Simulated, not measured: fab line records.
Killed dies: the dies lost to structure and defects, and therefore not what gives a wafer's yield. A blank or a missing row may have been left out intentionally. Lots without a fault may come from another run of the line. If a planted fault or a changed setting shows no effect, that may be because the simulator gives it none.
Tool commonality check	flow berkeleyCmos170	15 lots, 45 wafers sampled

WHAT PROMPTED THE OPENING
3 of 15 lots carry a flag on the reading START_OXIDE_THK at UCB170_START_THK_MEAS_03. Fault-free wafers read 21.2 nm, with a standard deviation of 0.36.
Rule: a lot is flagged when every wafer of it that has a number lies more than 4 standard deviations from that mean, or none has a number. All remaining lots are regarded as sound.

lot	measured	on	START_OXIDE_THK (nm), wafer by wafer	flag
L638	day 1 20:09	filmMetro-03	21.3 21.3 21.4	
L639	day 2 02:02	filmMetro-03	22.2 21.8 22.0	
L640	day 2 07:14	filmMetro-03	21.5 21.6 21.5	
L642	day 2 14:08	filmMetro-03	21.7 21.5 21.8	
L641	day 2 14:09	filmMetro-01	20.6 20.7 21.0	
L643	day 2 23:29	filmMetro-03	20.9 21.2 21.4	
L645	day 3 07:45	filmMetro-02	21.2 21.5 21.4	
L646	day 3 14:46	filmMetro-03	32.3 32.1 32.3	FLAGGED
L648	day 3 19:02	filmMetro-03	21.5 21.6 21.3	
L649	day 4 05:47	filmMetro-03	32.1 31.3 31.0	FLAGGED
L651	day 4 12:41	filmMetro-02	20.8 20.9 20.6	
L652	day 5 00:17	filmMetro-03	31.7 31.4 31.4	FLAGGED
L655	day 5 05:43	filmMetro-03	21.7 21.7 21.3	
L658	day 6 02:41	filmMetro-02	21.4 21.3 21.2	
L660	day 6 09:40	filmMetro-01	21.3 21.1 21.0	
The mean of the flagged lots' numbers is 31.7 nm, +10.5 nm from the usual (+29 standard deviations).

LOT BY LOT: THE TOOL USED
The record keeps 1 process step preceding the reading, out of 331 steps on the route. Every cell lists first the tool, next ch and the chambers used by the sampled wafers, and last the start.
lot	flag	UCB170_START_OXIDATION_02
L638		furnace-02 ch 0, day 1 18:38
L639		furnace-01 ch 0, day 2 00:32
L640		furnace-02 ch 0, day 2 05:44
L642		furnace-04 ch 0, day 2 12:38
L641		furnace-04 ch 0, day 2 12:38
L643		furnace-04 ch 0, day 2 21:59
L645		furnace-01 ch 0, day 3 06:15
L646	FLAGGED	furnace-01 ch 0, day 3 10:26
L648		furnace-01 ch 0, day 3 17:31
L649	FLAGGED	furnace-01 ch 0, day 4 01:31
L651		furnace-01 ch 0, day 4 11:11
L652	FLAGGED	furnace-04 ch 0, day 4 17:31
L655		furnace-04 ch 0, day 5 04:12
L658		furnace-02 ch 0, day 6 01:10
L660		furnace-02 ch 0, day 6 08:10
What these steps do:
- UCB170_START_OXIDATION_02: target thk 20 nm, ox time 1800 s.
- UCB170_START_THK_MEAS_03

FLAGGED AGAINST TOTAL, ONE TOOL AT A TIME (gauges that did the reading follow at the end)
step	tool	lots run	flagged	share of the flagged lots	sound lots run after its first flagged lot
UCB170_START_OXIDATION_02	furnace-01	6	2	some	2 (L648,L651)
UCB170_START_OXIDATION_02	furnace-02	4	0	none	-
UCB170_START_OXIDATION_02	furnace-04	5	1	some	1 (L655)
UCB170_START_THK_MEAS_03	filmMetro-01	2	0	none	-
UCB170_START_THK_MEAS_03	filmMetro-02	3	0	none	-
UCB170_START_THK_MEAS_03	filmMetro-03	10	3	all	2 (L648,L655)

WHAT IS ALLOWED BY THE TABLE
1 row of the table ran every flagged lot: filmMetro-03 at UCB170_START_THK_MEAS_03.
- filmMetro-03 at UCB170_START_THK_MEAS_03: 3 of its 10 lots flagged. After the first flagged lot (L648, L655), sound lots still ran on it; a lasting fault on the whole tool would not permit that.
Every row of the table either missed a flagged lot or ran a sound lot after the first.

WHAT WAS PUT IN BY THE SIMULATOR
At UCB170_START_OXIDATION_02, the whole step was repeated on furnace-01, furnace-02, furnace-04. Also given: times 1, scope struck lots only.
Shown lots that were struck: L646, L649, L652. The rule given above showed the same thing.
